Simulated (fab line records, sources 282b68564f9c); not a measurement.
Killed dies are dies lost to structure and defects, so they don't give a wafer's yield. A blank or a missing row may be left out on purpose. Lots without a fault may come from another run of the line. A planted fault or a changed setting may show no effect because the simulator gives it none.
Split-lot experiment | flow rit_cmos | 5 lots, 23 wafers read, on a route of 202 steps

THE SPLIT
At RIT_CONTACT_CVD_00 (deposits SiO2 from TEOS, target thk 400 nm, time 61 s), the setting time_s was moved away from the recipe's 61 s on 7 of the 23 wafers read, by -13.8% to +13.1%. The other wafers ran this setting at the recipe's value.

The file shows no step between the split and the reading.

THE READING
CONTACT_TEOS_THK, in nm, at RIT_CONTACT_THK_MEAS_01. Fault-free wafers of this fab line usually give 400 nm, standard deviation 5.4 nm.

wafer  | tool, chamber at the split | time_s as run, s | against the recipe | CONTACT_TEOS_THK, nm | against lot-mates on the recipe
L074.1 | pecvd-01, 0                | 69.02            | +13.1%             | 456                  | +58
L074.2 | pecvd-01, 1                | 61               | recipe             | 395                  | -
L074.3 | pecvd-01, 2                | 61               | recipe             | 396                  | -
L074.5 | pecvd-01, 0                | 61               | recipe             | 403                  | -
L074.6 | pecvd-01, 2                | 69.02            | +13.1%             | 452                  | +54
L080.2 | pecvd-01, 1                | 52.57            | -13.8%             | 340                  | -61
L080.3 | pecvd-01, 0                | 52.57            | -13.8%             | 342                  | -59
L080.4 | pecvd-01, 0                | 61               | recipe             | 405                  | -
L080.5 | pecvd-01, 1                | 61               | recipe             | 397                  | -
L080.6 | pecvd-01, 2                | 52.57            | -13.8%             | 346                  | -55
L083.1 | pecvd-01, 2                | 63.98            | +4.9%              | 417                  | +14
L083.2 | pecvd-01, 1                | 63.98            | +4.9%              | 416                  | +13
L083.3 | pecvd-01, 0                | 61               | recipe             | 404                  | -
L083.4 | pecvd-01, 1                | 61               | recipe             | 402                  | -
L083.6 | pecvd-01, 2                | 61               | recipe             | 403                  | -
L084.2 | pecvd-03, 0,1              | 61               | recipe             | 400                  | -
L084.4 | pecvd-03, 0,1              | 61               | recipe             | 401                  | -
L084.5 | pecvd-03, 2                | 61               | recipe             | 406                  | -
L085.1 | pecvd-04, 0                | 61               | recipe             | 395                  | -
L085.2 | pecvd-04, 1                | 61               | recipe             | 397                  | -
L085.4 | pecvd-04, 0                | 61               | recipe             | 400                  | -
L085.5 | pecvd-04, 2                | 61               | recipe             | 413                  | -
L085.6 | pecvd-04, 1                | 61               | recipe             | 404                  | -
Where a row lists several chambers, the file gives one row for several wafers and doesn't say which wafer went through which chamber.

THE FIT
A straight line over all 23 wafers: CONTACT_TEOS_THK changes by +4.1 nm for each +1% of time_s; r = +0.99; the points scatter about the line by 4.5 nm.
The same after taking each lot's own level away (the mean of its wafers on the recipe; 23 wafers): +4.16 nm for each +1%; r = +0.99; scatter 4.4 nm.
On that fit, the largest move of time_s shifts the reading by 57 nm.
The lots' own levels span 398.0 to 403.0 nm, that is 0.9 times the standard deviation above.
So the lot-to-lot level changes the slope little: the two slopes agree.
Check: with one of the wafers moved furthest among these (-13.8%) left out of the fit, the line predicts -57.2 nm for it against its lot-mates. It came out at -61 nm against them.

OTHER SPLITS ON THESE WAFERS
These wafers also went through other splits before the reading. Each is held against what the fit with the lots' levels taken away leaves over:
other split on the same wafers  | wafers away from the commonest value | r with CONTACT_TEOS_THK (lot level and that fit taken away)
RIT_PLDD_IMPLANT_08 energy_kev  | 8                                    | +0.28
RIT_SPACER_CVD_03 nh3_flow_sccm | 15                                   | +0.01
RIT_NSD_IMPLANT_08 energy_kev   | 9                                    | -0.03
RIT_PSD_COAT_01 resist_thk_nm   | 7                                    | -0.04
RIT_PSD_IMPLANT_08 energy_kev   | 8                                    | +0.00
RIT_SDANNEAL_RTA_03 time_s      | 11                                   | -0.27

THE WHOLE CHAIN: every reading that the file lists as answering this split, in the file's order
step                    | what it does                                                          | reading                                                                        | change (the file's fit)              | r (the file's)
RIT_CONTACT_CVD_00      | deposits SiO2 from TEOS, target thk 400 nm, time 61 s                 | SiO2_of_CONTACT_CVD_00.thk_nm (the simulator's own value, which no gauge read) | +4.17 nm for each +1% of the setting | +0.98
RIT_CONTACT_THK_MEAS_01 |                                                                       | CONTACT_TEOS_THK                                                               | +4.17 for each +1% of the setting    | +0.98
RIT_M1_METAL_ETCH_12    | etches Al in Cl2/BCl3, stops on SiO2, time 165 s, target depth 600 nm | SiO2_of_CONTACT_CVD_00.thk_nm (the simulator's own value, which no gauge read) | +4.14 nm for each +1% of the setting | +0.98

THE FILE'S OWN FIT
CONTACT_TEOS_THK changes by +4.17 nm for each +1% of time_s, r = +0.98.
